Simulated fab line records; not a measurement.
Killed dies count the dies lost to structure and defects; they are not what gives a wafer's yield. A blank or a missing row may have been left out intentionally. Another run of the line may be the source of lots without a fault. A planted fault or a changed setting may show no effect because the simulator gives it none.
Problem report in the 8D (eight disciplines) form, filled by code + flow berkeley-cmos170 + the parts of the form that need people (team, actions taken, sign-off) are left out

1. THE ISSUE
PSD_RS at UCB170_SDANNEAL_RS_MEAS_02 reads a mean of 104.98 ohm/sq on 9 wafers of 3 lots; wafers without a fault read 75.58 ohm/sq with a standard deviation of 0.26. So: +99 or more standard deviations from the usual mean.
The step: measures by four-point-probe.
Earliest sighting: wafer L402.1 on film-metro-03 at day 10 01:08. At this step, 42 wafers from 14 lots have a number in the record. Rule for "out" (also "out of limits"): further than 4 standard deviations from the usual mean. The rest of the wafers with a number are treated as sound.

2. WHAT THIS IS AND IS NOT
| question                    | is                           | is not                                                                    |
|-----------------------------|------------------------------|---------------------------------------------------------------------------|
| which readings at this step | PSD_RS                       | -                                                                         |
| which lots                  | L402, L404, L405             | L386, L387, L389, L390, L391, L392, L393, L395, L399, L406, L407          |
| which wafers of those lots  | all that have a number       | -                                                                         |
| read on which gauges        | film-metro-01, film-metro-03 | film-metro-02                                                             |
| when                        | from day 10 01:08            | up to then (27 sound wafers); but 6 sound wafers of L406, L407 came after |

3. SUSPECTS, AND WHAT RULES EACH OUT
Counting: a tool at a process step up to the reading stays a suspect if it ran every lot that is out and no sound lot after the first of them.
- the gauge at UCB170_SDANNEAL_RS_MEAS_02 is ruled out. 2 gauges (film-metro-01, film-metro-03) read the wafers that are out.
- rtp-anneal-02 at UCB170_SDANNEAL_RTA_01 (time 5 s): kept. It ran every lot that is out, first L402 (day 10 01:02), and no sound lot after that; its last sound lot up to then is L391 (day 8 03:21).
After counting, what remains is rtp-anneal-02 at UCB170_SDANNEAL_RTA_01.

4. THE CAUSE (what the simulator had put in)
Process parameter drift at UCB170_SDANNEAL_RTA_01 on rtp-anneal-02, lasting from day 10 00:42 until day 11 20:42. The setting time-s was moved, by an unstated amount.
After counting, this tool was the only one left.

5. SEQUENCE OF EFFECTS, ordered by route
Rows list readings where the struck wafers' mean (over those with a number) sits beyond 3 standard deviations from the usual. Only readings for which the record gives a usual standard deviation are gone through. hours: the time from each lot's start at the first step in this table that gives one to its start at this step, as a median over the lots. sigmas: the change in usual standard deviations.
| hours | step                       | reading | usual         | on struck wafers | change | sigmas      |
|-------|----------------------------|---------|---------------|------------------|--------|-------------|
| 0     | UCB170_SDANNEAL_RS_MEAS_02 | PSD_RS  | 75.58 ohm/sq  | 104.98           | +29.40 | +99 or more |
| 0     | UCB170_SDANNEAL_RS_MEAS_03 | NSD_RS  | 37.29 ohm/sq  | 40.67            | +3.38  | +41         |
| 0     | UCB170_SDANNEAL_RS_MEAS_04 | PLDD_RS | 1032.3 ohm/sq | 1048.3           | +16.0  | +6.2        |

6. WHAT WOULD HAVE CAUGHT IT SOONER
The first out-of-limits reading at a measuring or inspecting step in this record came at day 10 01:08, 0 hours after the fault's start at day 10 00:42.
An alarm limit of 4 standard deviations would not have fired on the tool readings at UCB170_SDANNEAL_RTA_01 for which the record gives a usual standard deviation, since none of them was out on any struck wafer.
L404, L405, from the lots that are out (3), started UCB170_SDANNEAL_RTA_01 on rtp-anneal-02 later than day 10 01:08. A hold on the tool at that time would have spared those 2.
